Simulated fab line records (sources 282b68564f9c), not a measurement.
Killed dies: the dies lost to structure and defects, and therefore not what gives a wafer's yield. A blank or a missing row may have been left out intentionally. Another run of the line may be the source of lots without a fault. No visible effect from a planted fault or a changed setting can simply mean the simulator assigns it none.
A lot that was struck, set against a sound lot    flow ritCmos    43 steps out of a route of 202
Sound: the wafers L900.2, L900.3, L900.4. Wafers struck: L903.1, L903.2, L903.3. The cause is named last.
Per side, at each step with rows, come the tool, then ch with its chambers, and then its first start. Under that, the readings that differ: sound wafers    struck wafers    difference of the means    sigmas: that difference in standard deviations of wafers without a fault.
alike: words and numbers the same on both sides, and readings whose means are apart by under 2 such deviations; not compared: readings that were withheld, readings missing a value for some wafer, numbers with overlapping values and no deviation given by the record, and bounds like >300 which may hide the same value.
The two part at a step that has a row with sigmas, a row that says differs or no value, or rows on one side only. Numbers that have no deviation but don't overlap get no sigmas and don't part them. Lack of a reading on every wafer of one side parts them only where that side has two or more wafers.

first, 3 steps without rows for these wafers: RIT_SDANNEAL_CLEAN_00 (cleans in SC1, time 600 s); RIT_SDANNEAL_CLEAN_01 (cleans in dHF, time 30 s); RIT_SDANNEAL_CLEAN_02 (cleans in SC2, time 600 s).
RIT_SDANNEAL_RTA_03: time 5 s.
  sound on rtpAnneal-02 ch 0, day 3 20:59; struck on rtpAnneal-01 ch 0, day 4 13:16
  alike: wafer_temp_C_max
RIT_SDANNEAL_RS_MEAS_04: measurement is done with a four-point probe.
  sound on filmMetro-01 at day 3 21:04; struck on filmMetro-01 at day 4 13:19
  alike: PSD_RS
RIT_SDANNEAL_RS_MEAS_05: measurement is done with a four-point probe.
  sound on filmMetro-01 at day 3 21:11; struck on filmMetro-01 at day 4 13:26
  alike: NSD_RS
RIT_SDANNEAL_RS_MEAS_06: measurement is done with a four-point probe.
  sound on filmMetro-01 at day 3 21:18; struck on filmMetro-01 at day 4 13:34
  alike: PLDD_RS
RIT_SDANNEAL_RS_MEAS_07: measurement is done with a four-point probe.
  sound on filmMetro-01 at day 3 21:25; struck on filmMetro-01 at day 4 13:41
  alike: NLDD_RS
then, 2 steps without rows for these wafers: RIT_SILICIDE_WET_ETCH_00 (etches SiO2 in BOE, target depth 14 nm, time 15 s); RIT_SILICIDE_SPUTTER_01 (material Ti, target thk 30 nm, time 240 s).
RIT_SILICIDE_RS_MEAS_02: measurement is done with a four-point probe.
  sound on filmMetro-02 at day 3 21:42; struck on filmMetro-02 at day 4 13:58
  alike: SILICIDE_TI_RS
RIT_SILICIDE_THK_MEAS_03: measures by xrf.
  sound on filmMetro-02 at day 3 21:49; struck on filmMetro-02 at day 4 14:05
  alike: SILICIDE_TI_THK
RIT_SILICIDE_RTA_04: time 10 s, ramp up 5 s, ramp down 5 s.
  sound on rtpAnneal-01 ch 0, day 3 21:52; struck on rtpAnneal-02 ch 0, day 4 14:08
  alike: wafer_temp_C_max
then, 1 step without rows for these wafers: RIT_SILICIDE_WET_ETCH_05 (etches Ti in SPM, time 120 s).
RIT_SILICIDE_RTA_06: time 10 s, ramp up 5 s, ramp down 10 s.
  sound on rtpAnneal-02 ch 0, day 3 21:59; struck on rtpAnneal-01 ch 0, day 4 14:15
  alike: wafer_temp_C_max
RIT_CONTACT_CVD_00: deposits SiO2 from TEOS, target thk 400 nm, time 61 s.
  sound on pecvd-01 ch 1,2, day 3 22:02; struck on pecvd-01 ch 0,1,2, day 4 14:19
  alike: heaterPowerW
RIT_CONTACT_THK_MEAS_01:
  sound on filmMetro-03 at day 3 22:05; struck on filmMetro-04 at day 4 14:22
  alike: CONTACT_TEOS_THK
then, 6 steps without rows for these wafers: RIT_CONTACT_HMDS_02 (prime time 60 s); RIT_CONTACT_COAT_03 (resist thk 1000 nm); RIT_CONTACT_SOFTBAKE_04 (time 60 s); RIT_CONTACT_EXPOSE_05 (exposes mask M11, target cd 1000 nm); RIT_CONTACT_PEB_06; RIT_CONTACT_DEVELOP_07 (develop time 120 s).
RIT_CONTACT_CD_MEAS_08: the cd target is 1000 nm.
  sound on cdSem-02 at day 3 23:08; struck on cdSem-02 at day 4 15:23
  alike: cdNm
RIT_CONTACT_OVL_MEAS_09:
  sound on overlay-01 at day 3 23:14; struck on overlay-01 at day 4 15:31
  alike: CONTACT_OVL
then, 2 steps without rows for these wafers: RIT_CONTACT_HARDBAKE_10 (time 60 s); RIT_CONTACT_ETCH_11 (etches SiO2 in CHF3/CF4/Ar, stops on TiSi2, target depth 480 nm, time 320 s).
RIT_CONTACT_STRIP_12: strips in O2, time 180 s.
  sound on plasmaAsher-02 ch 0,1, day 3 23:38; struck on plasmaAsher-03 ch 0,1, day 4 16:05
  alike: drypumpMotorCurrentA, rfReflPowerW
  not compared: rfHoursCounterH
RIT_CONTACT_CD_MEAS_90: the cd target is 1000 nm.
  sound on cdSem-02 at day 3 23:50; struck on cdSem-02 at day 4 16:16
  alike: cdNm
then, 2 steps without rows for these wafers: RIT_CONTACT_CLEAN_13 (cleans in SC1, time 600 s); RIT_CONTACT_CLEAN_14 (cleans in SC2, time 600 s).
RIT_M1_SPUTTER_00: material Al, target thk 400 nm, time 500 s.
  sound on pvdSputter-04 at day 4 00:18; struck on pvdSputter-03 at day 4 16:44
  alike: throttleValvePct
RIT_M1_RS_MEAS_01: measurement is done with a four-point probe.
  sound on filmMetro-02 at day 4 00:37; struck on filmMetro-02 at day 4 17:01
  alike: M1_AL_RS
RIT_M1_THK_MEAS_02: measures by xrf.
  sound on filmMetro-02 at day 4 00:43; struck on filmMetro-02 at day 4 17:08
  alike: M1_AL_THK
then, 6 steps without rows for these wafers: RIT_M1_HMDS_03 (prime time 60 s); RIT_M1_COAT_04 (resist thk 1300 nm); RIT_M1_SOFTBAKE_05 (time 60 s); RIT_M1_EXPOSE_06 (exposes mask M12, target cd 2600 nm); RIT_M1_PEB_07; RIT_M1_DEVELOP_08 (develop time 68 s).
RIT_M1_CD_MEAS_09: the cd target is 2600 nm.
  sound on cdSem-02 at day 4 01:44; struck on cdSem-02 at day 4 18:05
  alike: cdNm
RIT_M1_OVL_MEAS_10:
  sound on overlay-01 at day 4 01:50; struck on overlay-02 at day 4 18:12
  alike: M1_OVL
RIT_M1_PROBE_99:
  sound on prober-01 at day 4 04:32; struck on prober-02 at day 4 21:48
reading                                     sound                       struck              difference  sigmas
model.etest.npolyLine.lineOhmUm             166.9 166 165.4             160.8 160.2 164.7   -4.2        
model.etest.contactPplus.endOhmUm           44.98 44.57 43.68           49.8 49.01 48.55    +4.7        
model.etest.contactNplus.endOhmUm           41.35 41.68 40.98           45.17 44.65 44.75   +3.52       
model.etest.npolyLine.rsOhmSqRimLessCentre  -0.007175 -0.03842 -0.1853  -1.616 -1.742 -1.9  -1.676      
model.etest.npolyLine.rsOhmSqRange          0.4984 0.4572 0.4268        1.745 1.962 2.049   +1.458      
model.etest.npolyLine.rsOhmSq               16.71 16.66 16.75           15.91 16.02 15.93   -0.75       
model.etest.ppolyLine.rsOhmSq               16.25 16.1 16.31            15.49 15.59 15.62   -0.65       
  alike: killedAtContacts, killedAtFrontEnd, killedDies, killedOpen, killedShort
  not compared: model.etest.ppolyLine.lineOhmUm

== WHERE THEY PART ==
Nowhere in this record.

WHY: whatever the simulator had introduced
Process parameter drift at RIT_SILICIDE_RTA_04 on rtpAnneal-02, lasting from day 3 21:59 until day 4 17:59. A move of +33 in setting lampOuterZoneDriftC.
